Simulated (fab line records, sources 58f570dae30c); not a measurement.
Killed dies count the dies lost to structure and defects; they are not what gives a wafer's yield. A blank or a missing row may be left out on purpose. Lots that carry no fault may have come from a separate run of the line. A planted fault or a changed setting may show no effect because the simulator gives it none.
The tool behind it: which one? / flow berkeleyCmos170 / Sampling: 14 lots, 42 wafers, 4 of 331 route steps

WHAT EACH GAUGE READ, for each wafer
UCB170_SDANNEAL_RS_MEAS_02: uses a four-point probe to measure.
lot=L166; measured=day 7 07:16; on=filmMetro-03; PSD_RS (ohm/sq)=75.5 75.1 75.3
lot=L165; measured=day 7 07:50; on=filmMetro-02; PSD_RS (ohm/sq)=75.8 75.9 75.8
lot=L167; measured=day 7 08:05; on=filmMetro-01; PSD_RS (ohm/sq)=75.6 75.8 75.8
lot=L169; measured=day 7 20:54; on=filmMetro-03; PSD_RS (ohm/sq)=75.4 75.9 75.9
lot=L172; measured=day 8 08:28; on=filmMetro-02; PSD_RS (ohm/sq)=75.8 75.8 75.6
lot=L171; measured=day 8 08:40; on=filmMetro-01; PSD_RS (ohm/sq)=75.6 75.6 75.6
lot=L173; measured=day 8 21:10; on=filmMetro-02; PSD_RS (ohm/sq)=75.2 75.1 75.1
lot=L176; measured=day 9 08:08; on=filmMetro-01; PSD_RS (ohm/sq)=75.6 75.6 75.8
lot=L183; measured=day 9 22:56; on=filmMetro-03; PSD_RS (ohm/sq)=75.2 75.2 75.1
lot=L182; measured=day 9 23:11; on=filmMetro-01; PSD_RS (ohm/sq)=75.4 75.9 75.7
lot=L184; measured=day 10 20:17; on=filmMetro-01; PSD_RS (ohm/sq)=75.3 75.2 75.2
lot=L188; measured=day 10 20:40; on=filmMetro-02; PSD_RS (ohm/sq)=76.2 76.1 75.7
lot=L185; measured=day 10 21:32; on=filmMetro-03; PSD_RS (ohm/sq)=75.5 75.5 75.7
lot=L186; measured=day 11 02:01; on=filmMetro-03; PSD_RS (ohm/sq)=75.7 75.6 75.6

UCB170_V1_OVL_MEAS_13.
lot=L166; measured=day 7 20:47; on=overlay-01; V1_OVL (nm)=-5 1 -3
lot=L165; measured=day 8 01:08; on=overlay-01; V1_OVL (nm)=4 3 1
lot=L167; measured=day 8 00:51; on=overlay-02; V1_OVL (nm)=0 3 3
lot=L169; measured=day 8 13:19; on=overlay-01; V1_OVL (nm)=1 -4 -2
lot=L172; measured=day 9 02:50; on=overlay-01; V1_OVL (nm)=-3 -1 5
lot=L171; measured=day 9 03:13; on=overlay-02; V1_OVL (nm)=4 11 8
lot=L173; measured=day 9 15:37; on=overlay-02; V1_OVL (nm)=4 -3 -3
lot=L176; measured=day 10 00:33; on=overlay-02; V1_OVL (nm)=2 5 2
lot=L183; measured=day 10 19:49; on=overlay-02; V1_OVL (nm)=-2 -2 -3
lot=L182; measured=day 10 19:27; on=overlay-01; V1_OVL (nm)=9 5 7
lot=L184; measured=day 11 10:59; on=overlay-02; V1_OVL (nm)=3 2 2
lot=L188; measured=day 11 11:16; on=overlay-01; V1_OVL (nm)=7 9 6
lot=L185; measured=day 11 11:49; on=overlay-01; V1_OVL (nm)=-5 1 2
lot=L186; measured=day 11 19:22; on=overlay-02; V1_OVL (nm)=7 4 3

TOOL THAT RAN EACH LOT (tool first, then ch and the chambers of the sampled wafers, then the start)
lot=L166; UCB170_M1_ETCH_11=rieDiel-04 ch 1,2,3, day 7 15:31; UCB170_M1_STRIP_13=plasmaAsher-04 ch 0,1, day 7 15:41
lot=L165; UCB170_M1_ETCH_11=rieDiel-02 ch 0,2,3, day 7 19:11; UCB170_M1_STRIP_13=plasmaAsher-02 ch 0,1, day 7 19:22
lot=L167; UCB170_M1_ETCH_11=rieDiel-03 ch 0,3, day 7 19:25; UCB170_M1_STRIP_13=plasmaAsher-04 ch 0,1, day 7 19:36
lot=L169; UCB170_M1_ETCH_11=rieDiel-03 ch 0,2, day 8 07:26; UCB170_M1_STRIP_13=plasmaAsher-03 ch 0,1, day 8 07:37
lot=L172; UCB170_M1_ETCH_11=rieDiel-03 ch 0,1,3, day 8 15:53; UCB170_M1_STRIP_13=plasmaAsher-03 ch 0,1, day 8 16:05
lot=L171; UCB170_M1_ETCH_11=rieDiel-02 ch 1,3, day 8 17:41; UCB170_M1_STRIP_13=plasmaAsher-04 ch 0,1, day 8 17:51
lot=L173; UCB170_M1_ETCH_11=rieDiel-02 ch 1,2, day 9 06:43; UCB170_M1_STRIP_13=plasmaAsher-03 ch 0,1, day 9 06:53
lot=L176; UCB170_M1_ETCH_11=rieDiel-03 ch 1,2,3, day 9 17:57; UCB170_M1_STRIP_13=plasmaAsher-03 ch 0,1, day 9 18:07
lot=L183; UCB170_M1_ETCH_11=rieDiel-04 ch 0,3, day 10 11:15; UCB170_M1_STRIP_13=plasmaAsher-02 ch 0,1, day 10 11:25
lot=L182; UCB170_M1_ETCH_11=rieDiel-02 ch 1,2,3, day 10 10:55; UCB170_M1_STRIP_13=plasmaAsher-03 ch 0,1, day 10 11:05
lot=L184; UCB170_M1_ETCH_11=rieDiel-02 ch 0,1, day 11 02:49; UCB170_M1_STRIP_13=plasmaAsher-02 ch 0,1, day 11 02:59
lot=L188; UCB170_M1_ETCH_11=rieDiel-02 ch 0,3, day 11 04:37; UCB170_M1_STRIP_13=plasmaAsher-02 ch 0,1, day 11 04:47
lot=L185; UCB170_M1_ETCH_11=rieDiel-02 ch 0,1,3, day 11 05:10; UCB170_M1_STRIP_13=plasmaAsher-04 ch 0,1, day 11 05:21
lot=L186; UCB170_M1_ETCH_11=rieDiel-04 ch 0,1,3, day 11 12:07; UCB170_M1_STRIP_13=plasmaAsher-03 ch 0,1, day 11 12:18
- UCB170_M1_ETCH_11: etches BARC in N2/H2.
- UCB170_M1_STRIP_13: strips in O2.

WHAT THE TOOLS THEMSELVES READ (means of the sampled wafers that have a number; where no wafer has one, the mark that the record gives instead)
UCB170_M1_ETCH_11.
lot=L166; tool=rieDiel-04; biasW (W)=100.09; drypumpMotorCurrentA (A)=5.45; oesProductAu (a.u.)=1.003; throttleValvePct (%)=13.46
lot=L165; tool=rieDiel-02; biasW (W)=100.30; drypumpMotorCurrentA (A)=5.78; oesProductAu (a.u.)=1.009; throttleValvePct (%)=13.07
lot=L167; tool=rieDiel-03; biasW (W)=99.88; drypumpMotorCurrentA (A)=5.46; oesProductAu (a.u.)=0.988; throttleValvePct (%)=13.03
lot=L169; tool=rieDiel-03; biasW (W)=100.16; drypumpMotorCurrentA (A)=5.27; oesProductAu (a.u.)=0.991; throttleValvePct (%)=13.16
lot=L172; tool=rieDiel-03; biasW (W)=80.95; drypumpMotorCurrentA (A)=5.68; oesProductAu (a.u.)=0.952; throttleValvePct (%)=13.10
lot=L171; tool=rieDiel-02; biasW (W)=100.17; drypumpMotorCurrentA (A)=5.49; oesProductAu (a.u.)=1.039; throttleValvePct (%)=13.16
lot=L173; tool=rieDiel-02; biasW (W)=99.94; drypumpMotorCurrentA (A)=5.84; oesProductAu (a.u.)=1.002; throttleValvePct (%)=13.14
lot=L176; tool=rieDiel-03; biasW (W)=80.83; drypumpMotorCurrentA (A)=5.60; oesProductAu (a.u.)=0.951; throttleValvePct (%)=13.16
lot=L183; tool=rieDiel-04; biasW (W)=100.02; drypumpMotorCurrentA (A)=5.44; oesProductAu (a.u.)=0.996; throttleValvePct (%)=13.46
lot=L182; tool=rieDiel-02; biasW (W)=99.82; drypumpMotorCurrentA (A)=5.77; oesProductAu (a.u.)=1.012; throttleValvePct (%)=13.11
lot=L184; tool=rieDiel-02; biasW (W)=99.93; drypumpMotorCurrentA (A)=5.73; oesProductAu (a.u.)=1.000; throttleValvePct (%)=13.11
lot=L188; tool=rieDiel-02; biasW (W)=99.48; drypumpMotorCurrentA (A)=5.62; oesProductAu (a.u.)=1.004; throttleValvePct (%)=13.09
lot=L185; tool=rieDiel-02; biasW (W)=99.93; drypumpMotorCurrentA (A)=5.61; oesProductAu (a.u.)=1.012; throttleValvePct (%)=13.14
lot=L186; tool=rieDiel-04; biasW (W)=100.16; drypumpMotorCurrentA (A)=5.46; oesProductAu (a.u.)=0.990; throttleValvePct (%)=13.41

UCB170_M1_STRIP_13.
lot=L166; tool=plasmaAsher-04; drypumpMotorCurrentA (A)=6.1; oesProductAu (a.u.)=0.725
lot=L165; tool=plasmaAsher-02; drypumpMotorCurrentA (A)=6.3; oesProductAu (a.u.)=0.723
lot=L167; tool=plasmaAsher-04; drypumpMotorCurrentA (A)=5.7; oesProductAu (a.u.)=0.720
lot=L169; tool=plasmaAsher-03; drypumpMotorCurrentA (A)=5.9; oesProductAu (a.u.)=0.717
lot=L172; tool=plasmaAsher-03; drypumpMotorCurrentA (A)=5.9; oesProductAu (a.u.)=0.718
lot=L171; tool=plasmaAsher-04; drypumpMotorCurrentA (A)=5.7; oesProductAu (a.u.)=0.715
lot=L173; tool=plasmaAsher-03; drypumpMotorCurrentA (A)=5.8; oesProductAu (a.u.)=0.717
lot=L176; tool=plasmaAsher-03; drypumpMotorCurrentA (A)=5.9; oesProductAu (a.u.)=0.717
lot=L183; tool=plasmaAsher-02; drypumpMotorCurrentA (A)=6.3; oesProductAu (a.u.)=0.718
lot=L182; tool=plasmaAsher-03; drypumpMotorCurrentA (A)=5.9; oesProductAu (a.u.)=0.719
lot=L184; tool=plasmaAsher-02; drypumpMotorCurrentA (A)=5.7; oesProductAu (a.u.)=0.722
lot=L188; tool=plasmaAsher-02; drypumpMotorCurrentA (A)=6.3; oesProductAu (a.u.)=0.724
lot=L185; tool=plasmaAsher-04; drypumpMotorCurrentA (A)=5.7; oesProductAu (a.u.)=0.718
lot=L186; tool=plasmaAsher-03; drypumpMotorCurrentA (A)=5.9; oesProductAu (a.u.)=0.723

THE ANSWER, worked out from the rows above alone
Rule: the lots themselves supply what counts as usual. Put in order of their means at a reading, lots are off if they are a third of the lots or fewer, leave a main group of 4 or more, and stand apart from it by a gap of 3 or more times the standard deviation of the main group's means; of several such gaps the widest counts. If all means in a main group match to the digits the tables above print for the reading, that group is not used. Also off: a lot with no number at a reading for which 4 or more lots have one. Where the step has rows for the other lots, those lots are counted as sound. Order of review: gauges by route order, followed by the tools' own readings, for which a lot's mean as printed above is used. At the first step where some lot is off, the reading lying furthest off is the one used; lots without a number count as furthest.
Off: L172, L176, at UCB170_M1_ETCH_11 (biasW). Mean 99.99 W and standard deviation 0.21 in the main group.
A tool fits if, at that step or a process step before it, it ran every lot that is off, and no sound lot after the first of them. One candidate fits, namely rieDiel-03 at UCB170_M1_ETCH_11. A fault onset in the window from L169 (day 8 07:26, its last sound lot) to L172 (day 8 15:53, its first lot off) fits.
On the lots that are off, the tool's own readings at UCB170_M1_ETCH_11 differ by more than 5 times the standard deviation of the sound lots' means, which bears it out; biasW reads 80.89 W there versus 99.99 W on the sound lots.

WHAT THE SIMULATOR HAD PUT IN
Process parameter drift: rieDiel-03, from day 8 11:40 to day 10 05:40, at UCB170_M1_ETCH_11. From 100, the setting biasW moved by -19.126. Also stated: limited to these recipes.
Shown lots that were struck: L172, L176. Same finding as the rule above.
